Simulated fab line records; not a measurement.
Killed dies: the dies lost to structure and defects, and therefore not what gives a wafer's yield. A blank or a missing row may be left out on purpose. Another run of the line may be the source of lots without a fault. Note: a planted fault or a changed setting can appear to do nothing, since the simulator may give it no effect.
A lot that was struck, set against a sound lot -- flow berkeleyCmos170 -- 15 out of 331 route steps
Sound: the wafers L107.1, L107.4, L107.6. Struck: wafers L116.3, L116.6. (L116.2 of the same lot was not struck and is left out.) The cause comes at the end.
Order at every step that has rows: each side's tool, ch and its chambers, its first start. Under that, the readings that differ: sound wafers -- struck wafers -- difference of the means -- sigmas: that difference in standard deviations of wafers without a fault.
alike: a reading whose means differ by less than 2 such deviations, as well as words and numbers matching on both sides. not compared: withheld readings; readings where some wafer has no value; bounds like >300 that might hide an equal value; numbers whose values overlap and for which the record gives no deviation.
Wherever a step has rows on one side only, a row that says differs or no value, or a row with sigmas, the two part there. When numbers do not overlap yet have no deviation, they are printed without sigmas and do not part them. A reading missing from all wafers of one side parts the sides only when that side holds two or more wafers.

first, 6 steps without rows for these wafers: UCB170_M2_COAT_09; UCB170_M2_COAT_10 (resist thk 900 nm); UCB170_M2_SOFTBAKE_11 (time 60 s); UCB170_M2_EXPOSE_12 (exposes mask METAL2, target cd 700 nm); UCB170_M2_PEB_13; UCB170_M2_DEVELOP_14 (develop time 45 s).
UCB170_M2_CD_MEAS_15 targets a cd of 700 nm.
  sound: cdSem-02 at day 8 11:41; struck: cdSem-01 at day 11 03:00
  alike: cdNm
UCB170_M2_OVL_MEAS_16:
  sound: overlay-01 at day 8 11:49; struck: overlay-01 at day 11 03:06
  alike: M2_OVL
UCB170_M2_ETCH_17: etches BARC in N2/H2.
  sound on rieDiel-01 ch 1,3, day 8 11:50; struck on rieDiel-01 ch 1,2, day 11 03:08
  alike: biasW, drypumpMotorCurrentA, oesProductAu, throttleValvePct
UCB170_M2_METAL_ETCH_18: etches Al in Cl2/BCl3, stops on SiO2, target depth 1170 nm, time 195 s.
  sound on rieMetal-01 ch 0,1, day 8 11:53; struck on rieMetal-03 ch 1, day 11 03:11
  alike: biasW, drypumpMotorCurrentA, oesProductAu, throttleValvePct
  not compared: rfHoursCounterH
UCB170_M2_STRIP_19: strips in O2.
  sound on plasmaAsher-02 ch 0,1, day 8 12:04; struck on plasmaAsher-04 ch 1, day 11 03:22
  alike: drypumpMotorCurrentA, oesProductAu
  not compared: rfHoursCounterH
UCB170_M2_CD_MEAS_90 targets a cd of 700 nm.
  sound: cdSem-02 at day 8 12:10; struck: cdSem-02 at day 11 03:29
  alike: cdNm
UCB170_V2_CVD_00: deposits SiO2 from TEOS/O2, target thk 2000 nm, time 250 s.
  sound on pecvd-03 ch 0,1,2, day 8 12:17; struck on pecvd-03 ch 0, day 11 03:35
reading,sound,struck,difference,sigmas
model.SiO2_of_V2_CVD_00.thkNm (nm),1982 1996 1994,1520 1554,-454,
  alike: heaterPowerW
UCB170_V2_THK_MEAS_01:
  sound: filmMetro-03 at day 8 12:27; struck: filmMetro-03 at day 11 03:45
reading,sound,struck,difference,sigmas
V2_TEOS_THK (nm),1982 1997 1994,1519 1556,-454,-18
UCB170_V2_CMP_02: polishes SiO2.
  sound on cmp-01 ch 0,1,3, day 8 12:34; struck on cmp-01 ch 1, day 11 03:53
  alike: motorCurrentA, slurryFilterDpKPa

== WHERE THEY PART ==
Only at UCB170_V2_THK_MEAS_01, within this record. Later steps at which nothing parts them and some readings are alike: UCB170_V2_CMP_02.

WHY: what had been put in by the simulator
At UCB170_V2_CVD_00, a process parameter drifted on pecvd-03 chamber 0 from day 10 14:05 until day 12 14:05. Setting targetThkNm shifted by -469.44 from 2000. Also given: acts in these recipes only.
